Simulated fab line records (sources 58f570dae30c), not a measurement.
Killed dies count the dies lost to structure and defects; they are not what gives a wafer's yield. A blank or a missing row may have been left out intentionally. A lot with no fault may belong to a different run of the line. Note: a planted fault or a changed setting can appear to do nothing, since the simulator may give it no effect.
Which of the tools did it? ; flow berkeley-cmos170 ; Sampling: 14 lots, 42 wafers, 2 of 331 route steps

## WHAT THE GAUGES SHOWED, per wafer
UCB170_PWELL_TW_MEAS_17.
lot;measured;on;PWELL_TW
L645;day 2 22:20;film-metro-01;372 374 374
L647;day 3 05:52;film-metro-01;374 373 374
L646;day 3 06:11;film-metro-01;373 373 373
L648;day 3 16:45;film-metro-02;382 379 381
L649;day 3 16:44;film-metro-04;381 382 382
L651;day 4 09:01;film-metro-01;376 372 374
L652;day 4 09:34;film-metro-01;377 374 376
L653;day 4 13:14;film-metro-01;358 357 360
L654;day 4 19:08;film-metro-01;374 376 374
L657;day 5 10:04;film-metro-04;368 368 369
L664;day 7 00:56;film-metro-04;381 378 383
L666;day 7 11:07;film-metro-01;374 373 375
L667;day 7 21:10;film-metro-04;381 382 379
L668;day 8 03:21;film-metro-04;383 382 383

## TOOL THAT RAN EACH LOT (tool first, then ch and the chambers of the sampled wafers, then the start)
lot;UCB170_PWELL_IMPLANT_15
L645;implanter-03 ch 0, day 2 22:05
L647;implanter-03 ch 0, day 3 05:37
L646;implanter-02 ch 0, day 3 05:56
L648;implanter-02 ch 0, day 3 16:30
L649;implanter-03 ch 0, day 3 16:31
L651;implanter-04 ch 0, day 4 08:47
L652;implanter-02 ch 0, day 4 09:21
L653;implanter-03 ch 0, day 4 12:59
L654;implanter-02 ch 0, day 4 18:56
L657;implanter-03 ch 0, day 5 09:52
L664;implanter-04 ch 0, day 7 00:42
L666;implanter-02 ch 0, day 7 10:52
L667;implanter-02 ch 0, day 7 20:55
L668;implanter-03 ch 0, day 8 03:06
- UCB170_PWELL_IMPLANT_15

## WHAT THE TOOLS THEMSELVES READ (means of the sampled wafers that have a number; where no wafer has one, the mark that the record gives instead)
UCB170_PWELL_IMPLANT_15.
lot;tool;dose-ions-cm2;faraday-current-uA
L645;implanter-03;5e+12;15.8
L647;implanter-03;5e+12;15.7
L646;implanter-02;5e+12;15.9
L648;implanter-02;5e+12;16.1
L649;implanter-03;5e+12;16.0
L651;implanter-04;5e+12;15.8
L652;implanter-02;5e+12;15.9
L653;implanter-03;4e+12;13.8
L654;implanter-02;5e+12;15.6
L657;implanter-03;4e+12;13.5
L664;implanter-04;5e+12;16.1
L666;implanter-02;5e+12;16.2
L667;implanter-02;5e+12;16.1
L668;implanter-03;5e+12;15.5

## THE ANSWER, worked out from the rows above alone
Rule: what is usual is taken from the lots themselves. Put in order of their means at a reading, lots are off if they are a third of the lots or fewer, leave a main group of 4 or more, and stand apart from it by a gap of 3 or more times the standard deviation of the main group's means; of several such gaps the widest counts. If all means in a main group match to the digits the tables above print for the reading, that group is not used. A lot without any number at a reading at which 4 lots or more have one is off too. Where the step has rows for the other lots, those lots are counted as sound. Order of review: gauges by route order, followed by the tools' own readings, for which a lot's mean as printed above is used. At the first step where some lot is off, the reading lying furthest off is the one used; lots without a number count as furthest.
Off: L653, L657 (UCB170_PWELL_IMPLANT_15, faraday-current-uA). Mean 15.9 and standard deviation 0.21 in the main group.
A tool fits if, at that step or a process step before it, it ran every lot that is off, and no sound lot after the first of them. No candidate that was tried fits.

## WHAT HAD BEEN PUT IN BY THE SIMULATOR
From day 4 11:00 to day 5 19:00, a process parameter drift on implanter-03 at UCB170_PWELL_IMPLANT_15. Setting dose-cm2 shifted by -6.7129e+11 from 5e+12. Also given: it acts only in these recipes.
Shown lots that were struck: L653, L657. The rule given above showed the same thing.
